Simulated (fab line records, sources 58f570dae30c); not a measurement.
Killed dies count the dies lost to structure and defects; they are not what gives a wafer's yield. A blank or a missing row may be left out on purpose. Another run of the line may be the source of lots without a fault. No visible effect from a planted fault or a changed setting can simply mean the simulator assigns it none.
Split-lot study | flow berkeley_cmos170 | 23 wafers read from 5 lots, route of 331 steps

== THE SPLIT ITSELF ==
At UCB170_WELLDRIVE_OXIDATION_01 (target thk 199 nm, ox time 9000 s), the setting temp_c was moved away from the recipe's 1100 C on 15 of the 23 wafers read, by +2.3% to +2.8%. For the rest of the wafers, this setting stayed at what the recipe calls for.

Between the split and the reading, the file records no step.

== THE READING ==
WELLDRIVE_OXIDE_THK (nm), taken at UCB170_WELLDRIVE_THK_MEAS_02. Fault-free wafers of this fab line usually give 202.0 nm, standard deviation 2.9 nm.

wafer  | tool, chamber at the split | temp_c as run, C | against the recipe | WELLDRIVE_OXIDE_THK, nm | against lot-mates on the recipe
L075.1 | -, -                       | 1125             | +2.3%              | 227.5                   | no lot-mate on the recipe
L075.2 | -, -                       | 1125             | +2.3%              | 226.3                   | no lot-mate on the recipe
L075.3 | -, -                       | 1125             | +2.3%              | 230.4                   | no lot-mate on the recipe
L075.4 | -, -                       | 1125             | +2.3%              | 228.5                   | no lot-mate on the recipe
L075.5 | -, -                       | 1125             | +2.3%              | 227.9                   | no lot-mate on the recipe
L076.1 | furnace-04, 0              | 1100             | recipe             | 203.9                   | -
L076.2 | furnace-04, 0              | 1100             | recipe             | 205.2                   | -
L076.6 | furnace-04, 0              | 1100             | recipe             | 202.5                   | -
L077.1 | -, -                       | 1100             | recipe             | 204.4                   | -
L077.2 | -, -                       | 1100             | recipe             | 201.3                   | -
L077.3 | -, -                       | 1100             | recipe             | 196.9                   | -
L077.4 | -, -                       | 1100             | recipe             | 201.8                   | -
L077.5 | -, -                       | 1100             | recipe             | 199.0                   | -
L080.1 | -, -                       | 1131             | +2.8%              | 236.1                   | no lot-mate on the recipe
L080.2 | -, -                       | 1131             | +2.8%              | 235.3                   | no lot-mate on the recipe
L080.3 | -, -                       | 1131             | +2.8%              | 240.5                   | no lot-mate on the recipe
L080.5 | -, -                       | 1131             | +2.8%              | 237.9                   | no lot-mate on the recipe
L080.6 | -, -                       | 1131             | +2.8%              | 238.4                   | no lot-mate on the recipe
L082.1 | -, -                       | 1128             | +2.5%              | 229.6                   | no lot-mate on the recipe
L082.3 | -, -                       | 1128             | +2.5%              | 228.1                   | no lot-mate on the recipe
L082.4 | -, -                       | 1128             | +2.5%              | 228.9                   | no lot-mate on the recipe
L082.5 | -, -                       | 1128             | +2.5%              | 227.8                   | no lot-mate on the recipe
L082.6 | -, -                       | 1128             | +2.5%              | 230.6                   | no lot-mate on the recipe

FIT RESULTS
A straight line over all 23 wafers: WELLDRIVE_OXIDE_THK changes by +11.8 nm for each +1% of temp_c; r = +0.98; the points scatter about the line by 2.8 nm.
Too few moved wafers have a lot-mate on the recipe to fit a line with each lot's own level taken away.

== THE WHOLE CHAIN: every reading that the file lists as answering this split, in the file's order ==
step                          | what it does                      | reading                                                                                | change (the file's fit)              | r (the file's)
UCB170_WELLDRIVE_OXIDATION_01 | target thk 199 nm, ox time 9000 s | SiO2_of_WELLDRIVE_OXIDATION_01.thk_nm (the simulator's own value, which no gauge read) | +11.8 nm for each +1% of the setting | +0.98
UCB170_WELLDRIVE_THK_MEAS_02  |                                   | WELLDRIVE_OXIDE_THK                                                                    | +11.8 for each +1% of the setting    | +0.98

== FILE'S OWN FIT ==
WELLDRIVE_OXIDE_THK changes by +11.8 nm for each +1% of temp_c, r = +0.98.
